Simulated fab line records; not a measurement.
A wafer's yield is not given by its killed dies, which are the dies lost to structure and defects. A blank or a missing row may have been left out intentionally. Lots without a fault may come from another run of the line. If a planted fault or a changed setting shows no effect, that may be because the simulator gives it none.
Which tool is to blame? -- flow berkeley_cmos170 -- 7 lots (21 wafers sampled), 1 step of a 331-step route

== WHAT THE GAUGES READ, wafer by wafer ==
UCB170_PWELL_THK_MEAS_03.
lot,measured,on,PWELL_OXIDE_THK (nm)
L872,day 3 04:16,film_metro-02,26.4 26.7 26.5
L878,day 3 15:22,film_metro-04,26.0 26.3 26.3
L877,day 3 15:26,film_metro-04,26.9 25.8 25.9
L888,day 5 17:03,film_metro-04,26.4 26.7 26.5
L890,day 6 05:27,film_metro-03,25.8 25.7 26.1
L891,day 7 03:27,film_metro-03,25.8 25.6 25.5
L893,day 7 10:14,film_metro-03,26.7 26.7 26.6

== TOOL THAT RAN EACH LOT (tool first, then ch and the chambers of the sampled wafers, then the start) ==
The record shows no process step preceding these readings.

== THE ANSWER, worked out from the rows above alone ==
Rule: usual is defined by the lots themselves. Put in order of their means at a reading, lots are off if they are a third of the lots or fewer, leave a main group of 4 or more, and stand apart from it by a gap of 3 or more times the standard deviation of the main group's means; of several such gaps the widest counts. The tables above print the reading to a certain number of digits; a main group whose means all agree to those digits is not used. Also off: a lot with no number at a reading for which 4 or more lots have one. Where the step has rows for the other lots, those lots are counted as sound.
Nothing can be told from this: no lot is off at any reading shown.

== WHAT WAS PUT IN BY THE SIMULATOR ==
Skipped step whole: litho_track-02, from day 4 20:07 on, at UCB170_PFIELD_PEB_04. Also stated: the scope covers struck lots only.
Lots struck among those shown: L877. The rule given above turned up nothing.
